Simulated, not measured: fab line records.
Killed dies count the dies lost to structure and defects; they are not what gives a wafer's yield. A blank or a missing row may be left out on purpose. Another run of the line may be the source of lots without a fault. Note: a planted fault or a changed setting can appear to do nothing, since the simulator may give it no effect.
The same fault as seen by 2 desks -- flow rit cmos -- numbers are kept per desk, each desk with only its own; the story behind them comes last

== AT THE METROLOGY DESK ==
What the gauges read for every lot (on any tool): the sampled wafers with a number, averaged. A lot is out of limits, marked OUT, if its mean lies more than 4 standard deviations from the usual mean; the brackets give that distance.
Columns: A = PSD_RS at RIT_SDANNEAL_RS_MEAS_04, usual 115.9 ohm/sq; B = NSD_RS at RIT_SDANNEAL_RS_MEAS_05, usual 84.6 ohm/sq; C = PLDD_RS at RIT_SDANNEAL_RS_MEAS_06, usual 178.7 ohm/sq
lot,first seen here,A,B,C
L522,day 3 04:34,116.3,84.4,179.1
L523,day 3 06:34,115.8,85.1,178.7
L524,day 3 10:40,116.3,84.9,179.3
L525,day 3 16:11,115.9,85.0,179.1
L526,day 3 20:48,115.8,84.8,178.7
L529,day 4 13:50,145.1 (+81) OUT,86.1 (+4.4) OUT,215.7 (+65) OUT
L530,day 4 16:43,115.6,84.1,178.1
L531,day 4 22:08,144.1 (+78) OUT,86.0 (+4.0) OUT,214.5 (+63) OUT
L534,day 5 17:11,115.6,84.6,179.1
L538,day 6 10:43,116.0,84.9,178.7
L539,day 6 15:29,116.4,84.7,178.8
L541,day 7 01:28,115.9,84.7,178.7
L544,day 7 14:50,116.0,84.5,178.7
L545,day 7 20:50,115.5,84.1,177.5
Per this desk, out of limits: L529, L531; the first was L529, day 4 13:50 (PSD_RS at RIT_SDANNEAL_RS_MEAS_04). L522, L523, L524, L525, L526, L530, L534, L538, L539, L541, L544, L545 stayed within limits.

== THE TOOL OWNER'S DESK: rtp anneal-02 ==
Per lot that ran on this tool, the mean of the sampled wafers carrying a number, from the tool's own readings at RIT_SDANNEAL_RTA_03 (time 5 s). A lot is out of limits, marked OUT, if its mean lies more than 4 standard deviations from the usual mean; the brackets give that distance.
Columns: A = wafer_temp_C_max at RIT_SDANNEAL_RTA_03, usual 1053.6
lot,first seen here,A
L523,day 3 06:30,1053.8
L525,day 3 16:04,1053.3
L529,day 4 13:47,1013.2 (-34) OUT
L531,day 4 22:05,1013.4 (-34) OUT
L544,day 7 14:46,1052.7
This desk's verdict: out of limits on L529, L531, starting with L529 at day 4 13:47 (wafer_temp_C_max at RIT_SDANNEAL_RTA_03). L523, L525, L544 stayed within limits.

== ALL TOGETHER ==
An alarm could have come from the tool owner's desk at day 4 13:47, on L529, L531.
An alarm was possible from the metrology desk at day 4 13:50, on L529, L531.
Every lot named ran RIT_SDANNEAL_RTA_03 on rtp anneal-02.

== WHAT HAD BEEN PUT IN BY THE SIMULATOR ==
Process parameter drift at RIT_SDANNEAL_RTA_03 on rtp anneal-02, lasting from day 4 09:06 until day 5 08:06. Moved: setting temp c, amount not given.
Shown lots that were struck: L529, L531.
Time in hours from fault onset to the first out-of-limits reading at each desk: tool owner's desk 5, metrology desk 5.
